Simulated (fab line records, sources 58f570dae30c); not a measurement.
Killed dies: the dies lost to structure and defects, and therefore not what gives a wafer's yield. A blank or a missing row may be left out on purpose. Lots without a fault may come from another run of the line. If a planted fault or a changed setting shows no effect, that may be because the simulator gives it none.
fab line records -- flow berkeley-cmos170
record: lots: 13, wafers: 39, last-day: 12
route steps=331 shown PSD@184 NSD@196
lots that met no fault: taken from a fault-free run of the same line
start-h: start of the lot's first displayed wafer, in hours after the record's first day -- wait-h: how many hours have passed since the lot's step before this one -- " the same as in the row above -- L1.1+2: one row covering several wafers at once -- - no value, or no start was given -- * or withheld: withheld -- < > ~ a bound
route shown NAME@n: a module of which the file shows steps, and the number in the route of the first -- usual: mean/standard deviation of fault-free wafers -- same: alike in all rows -- chamber/n: place in a boat -- sites: the reading at each site -- _std_site: the standard deviation of these -- _edge_site: inner sites' mean taken away from outer sites' mean -- radius-mm: how far each site lies from the wafer's centre -- mask NAME#n: copy n -- behind: tool/chamber where the wafer was last shaped -- hold: what put the lot on hold/how long, in hours/how the hold closed -- device: names the non-switching transistor (n, p or np) -- end of line: at the end of the route, the tests of the same wafers -- where a step has no rows: the recipe by itself -- killed: dies lost to structure and defects at the first sort, not the wafer's yield -- map: a wafer's dies, marking killed ones x, the rest . and places with no die _
set.NAME: the setting the step ran with; set.NAME@STEP: the setting that earlier step ran with -- model.NAME: the simulator's own value behind a step, which no gauge read
steps of the route over a sample of lots; a table a step, a row a wafer
services: from which hour (start-h, from the record's first day; less than 0 if before it) a tool's chamber was out of use, for how many hours, and why
== steps ==
step: UCB170_PSD_STRIP_09
recipe: chemistry: O2, power-w: 400, pressure-mtorr: 3500, platen-temp-c: withheld, o2-flow-sccm: 400, overash-fraction: 0.5
usual: drypump-motor-current-A: 5.6/0.48, oes-product-au: 0.601/0.0047, strip-time-to-endpoint-s: 29.27/0.073
lot.wafer,tool,chamber,start-h,wait-h,drypump-motor-current-A,oes-product-au,rf-hours-counter-h,strip-time-to-endpoint-s
L182.1,plasma-asher-01,1,154.79,0.1,5.1,0.604,42,29.19
L182.2,plasma-asher-01,0,154.79,0.1,5.0,0.596,42,29.31
L182.6,plasma-asher-01,0,154.79,0.1,4.9,0.599,-,29.30
L184.1,plasma-asher-02,0,161.35,0.1,5.2,0.606,4,29.36
L184.3,plasma-asher-02,1,161.35,0.1,6.3,0.614,-,29.39
L184.4,plasma-asher-02,0,161.35,0.1,5.2,0.602,-,29.34
L185.4,plasma-asher-01,1,164.06,0.1,5.1,0.603,-,29.33
L185.5,plasma-asher-01,1,164.06,0.1,5.1,0.601,-,29.36
L185.6,plasma-asher-01,0,164.06,0.1,5.0,0.606,-,29.37
L187.1,plasma-asher-03,0,169.07,0.1,6.0,0.602,41,29.27
L187.4,plasma-asher-03,1,169.07,0.1,5.7,0.603,-,29.24
L187.6,plasma-asher-03,1,169.07,0.1,5.7,0.594,-,29.32
L188.1,plasma-asher-03,0,171.68,0.1,6.0,0.600,41,29.19
L188.3,plasma-asher-03,0,171.68,0.1,6.0,0.606,-,29.16
L188.6,plasma-asher-03,0,171.68,0.1,6.0,0.597,-,29.19
L190.1,plasma-asher-01,0,182.00,0.1,5.0,0.604,46,29.15
L190.2,plasma-asher-01,1,182.00,0.1,5.1,0.602,46,29.11
L190.3,plasma-asher-01,0,182.00,0.1,5.0,0.607,-,29.22
L192.2,plasma-asher-02,0,182.12,0.1,5.2,0.602,7,29.22
L192.3,plasma-asher-02,0,182.12,0.1,5.1,0.609,-,29.31
L192.6,plasma-asher-02,1,182.12,0.1,6.3,0.604,-,29.32
L191.1,plasma-asher-03,0,182.24,0.1,6.0,0.607,43,29.28
L191.2,plasma-asher-03,1,182.24,0.1,5.7,0.595,43,29.32
L191.6,plasma-asher-03,1,182.24,0.1,5.7,0.593,-,29.31
L195.1,plasma-asher-03,0,213.84,0.1,6.0,0.600,46,29.27
L195.4,plasma-asher-03,1,213.84,0.1,5.7,0.600,-,29.26
L195.6,plasma-asher-03,1,213.84,0.1,5.7,0.596,-,29.28
L194.2,plasma-asher-01,1,214.08,0.1,5.1,0.606,49,29.33
L194.4,plasma-asher-01,0,214.08,0.1,5.0,0.598,-,29.27
L194.6,plasma-asher-01,1,214.08,0.1,5.1,0.601,-,29.35
L200.3,plasma-asher-03,0,233.15,0.1,6.0,0.609,-,29.14
L200.4,plasma-asher-03,1,233.15,0.1,5.7,0.597,-,29.25
L200.5,plasma-asher-03,0,233.15,0.1,6.0,0.603,-,29.22
L201.2,plasma-asher-01,1,249.62,0.1,5.1,0.434,53,-
L201.3,plasma-asher-01,0,249.62,0.1,5.0,0.430,-,-
L201.6,plasma-asher-01,1,249.62,0.1,5.1,0.439,-,-
L205.1,plasma-asher-03,1,265.08,0.1,5.7,0.598,51,29.30
L205.3,plasma-asher-03,0,265.08,0.1,6.0,0.609,-,29.32
L205.6,plasma-asher-03,1,265.08,0.1,5.7,0.598,-,29.27
step: UCB170_NSD_STRIP_09
recipe: chemistry: O2, power-w: 400, pressure-mtorr: 3500, platen-temp-c: withheld, o2-flow-sccm: 400, overash-fraction: 0.5
usual: drypump-motor-current-A: 6.0/0.42, oes-product-au: 0.535/0.0047, strip-time-to-endpoint-s: 35.84/0.063
lot.wafer,tool,chamber,start-h,wait-h,drypump-motor-current-A,oes-product-au,rf-hours-counter-h,strip-time-to-endpoint-s
L182.1,plasma-asher-03,0,159.02,0.1,6.1,0.539,40,35.80
L182.2,plasma-asher-03,1,159.02,0.1,5.7,0.530,40,35.78
L182.6,plasma-asher-03,1,159.02,0.1,5.7,0.530,-,35.78
L184.1,plasma-asher-02,0,162.85,0.1,5.2,0.539,5,35.87
L184.3,plasma-asher-02,1,162.85,0.1,6.2,0.541,-,35.90
L184.4,plasma-asher-02,0,162.85,0.1,5.2,0.532,-,35.83
L185.4,plasma-asher-04,0,167.69,0.1,6.6,0.536,-,35.89
L185.5,plasma-asher-04,1,167.69,0.1,5.8,0.532,-,35.75
L185.6,plasma-asher-04,0,167.69,0.1,6.6,0.538,-,35.83
L187.1,plasma-asher-02,1,171.07,0.1,6.3,0.534,5,35.94
L187.4,plasma-asher-02,1,171.07,0.1,6.3,0.537,-,35.92
L187.6,plasma-asher-02,0,171.07,0.1,5.2,0.539,-,35.92
L188.1,plasma-asher-03,0,173.79,0.1,6.1,0.537,42,35.82
L188.3,plasma-asher-03,0,173.79,0.1,6.1,0.532,-,35.89
L188.6,plasma-asher-03,1,173.79,0.1,5.7,0.541,-,35.91
L190.1,plasma-asher-02,1,185.64,0.1,6.3,0.543,7,35.77
L190.2,plasma-asher-02,0,185.64,0.1,5.2,0.539,7,35.70
L190.3,plasma-asher-02,0,185.64,0.1,5.2,0.538,-,35.68
L192.2,plasma-asher-04,1,186.03,0.1,5.8,0.534,48,35.85
L192.3,plasma-asher-04,0,186.03,0.1,6.6,0.536,-,35.84
L192.6,plasma-asher-04,0,186.03,0.1,6.6,0.534,-,35.88
L191.1,plasma-asher-03,0,186.09,0.1,6.0,0.533,43,35.81
L191.2,plasma-asher-03,1,186.09,0.1,5.7,0.534,43,35.89
L191.6,plasma-asher-03,0,186.09,0.1,6.0,0.546,-,35.86
L195.1,plasma-asher-04,0,215.88,0.1,6.6,0.540,51,35.86
L195.4,plasma-asher-04,0,215.88,0.1,6.6,0.526,-,35.88
L195.6,plasma-asher-04,0,215.88,0.1,6.6,0.529,-,35.95
L194.2,plasma-asher-02,1,216.00,0.1,6.2,0.542,10,35.93
L194.4,plasma-asher-02,1,216.00,0.1,6.3,0.536,-,35.86
L194.6,plasma-asher-02,0,216.00,0.1,5.2,0.543,-,35.91
L200.3,plasma-asher-03,0,234.99,0.1,6.0,0.529,-,35.79
L200.4,plasma-asher-03,1,234.99,0.1,5.7,0.538,-,35.74
L200.5,plasma-asher-03,1,234.99,0.1,5.7,0.531,-,35.87
L201.2,plasma-asher-04,0,254.19,0.1,6.6,0.608,54,56.16
L201.3,plasma-asher-04,1,254.19,0.1,5.9,0.610,-,56.24
L201.6,plasma-asher-04,1,254.19,0.1,5.9,0.615,-,56.25
L205.1,plasma-asher-03,0,267.96,0.1,6.1,0.541,51,35.88
L205.3,plasma-asher-03,1,267.96,0.1,5.7,0.531,-,35.85
L205.6,plasma-asher-03,1,267.96,0.1,5.7,0.532,-,35.97
step: UCB170_NSD_TW_MEAS_10
usual: NSD_TW: 4161/20
lot.wafer,tool,chamber,start-h,wait-h,NSD_TW
L182.1,film-metro-01,-,159.12,0.1,4148
L182.2,film-metro-01,-,159.12,0.1,4148
L182.6,film-metro-01,-,159.12,0.1,4165
L184.1,film-metro-01,-,162.95,0.1,4188
L184.3,film-metro-01,-,162.95,0.1,4157
L184.4,film-metro-01,-,162.95,0.1,4171
L185.4,film-metro-04,-,167.79,0.1,4156
L185.5,film-metro-04,-,167.79,0.1,4163
L185.6,film-metro-04,-,167.79,0.1,4148
L187.1,film-metro-04,-,171.17,0.1,4173
L187.4,film-metro-04,-,171.17,0.1,4192
L187.6,film-metro-04,-,171.17,0.1,4201
L188.1,film-metro-03,-,173.89,0.1,4159
L188.3,film-metro-03,-,173.89,0.1,4158
L188.6,film-metro-03,-,173.89,0.1,4186
L190.1,film-metro-03,-,185.74,0.1,4145
L190.2,film-metro-03,-,185.74,0.1,4140
L190.3,film-metro-03,-,185.74,0.1,4152
L192.2,film-metro-03,-,186.14,0.1,4135
L192.3,film-metro-03,-,186.14,0.1,4149
L192.6,film-metro-03,-,186.14,0.1,4147
L191.1,film-metro-01,-,186.19,0.1,4121
L191.2,film-metro-01,-,186.19,0.1,4120
L191.6,film-metro-01,-,186.19,0.1,4141
L195.1,film-metro-03,-,215.98,0.1,4131
L195.4,film-metro-03,-,215.98,0.1,4188
L195.6,film-metro-03,-,215.98,0.1,4167
L194.2,film-metro-04,-,216.11,0.1,4163
L194.4,film-metro-04,-,216.11,0.1,4180
L194.6,film-metro-04,-,216.11,0.1,4173
L200.3,film-metro-01,-,235.08,0.1,4169
L200.4,film-metro-01,-,235.08,0.1,4182
L200.5,film-metro-01,-,235.08,0.1,4145
L201.2,film-metro-03,-,254.30,0.1,30
L201.3,film-metro-03,-,254.30,0.1,30
L201.6,film-metro-03,-,254.30,0.1,30
L205.1,film-metro-04,-,268.06,0.1,4149
L205.3,film-metro-04,-,268.06,0.1,4135
L205.6,film-metro-04,-,268.06,0.1,4147
== services ==
tool,chamber,start-h,hours,kind
plasma-asher-03,-,162.56,2.8,pm
plasma-asher-02,-,199.08,1.6,repair
== key ==
first-sign: step: UCB170_PSD_STRIP_09, reading: oes-product-au, direction: down, sigmas: 36, usual: 0.601, struck: 0.434
effect: step: UCB170_NSD_STRIP_09, reading: strip-time-to-endpoint-s, direction: up, sigmas: 99+, usual: *, struck: *
effect: step: UCB170_NSD_TW_MEAS_10, reading: NSD_TW, direction: down, sigmas: 99+, usual: 4161, struck: 30
met-at UCB170_PSD_STRIP_09
struck-lots L201
sort-left-out L201.2,L201.3,L201.6
tester-left-out L201
onset-between 214.08 249.62
fault: kind: strip-aborted, tool: plasma-asher-01, chamber: -, onset-h: 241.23, steps: UCB170_PSD_STRIP_09, offset: 0.85, end-h: 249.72
tester-left-out: of these lots the tester's yield and bins aren't shown, on N5 and GAA mostly nor the transistor test; their killed dies are dies lost to structure and defects alone, not to doping, threshold or leakage, so they don't give the yield
sort-left-out: the simulated sort isn't trusted on such a fault, so these wafers' sort isn't shown, and their yield isn't known
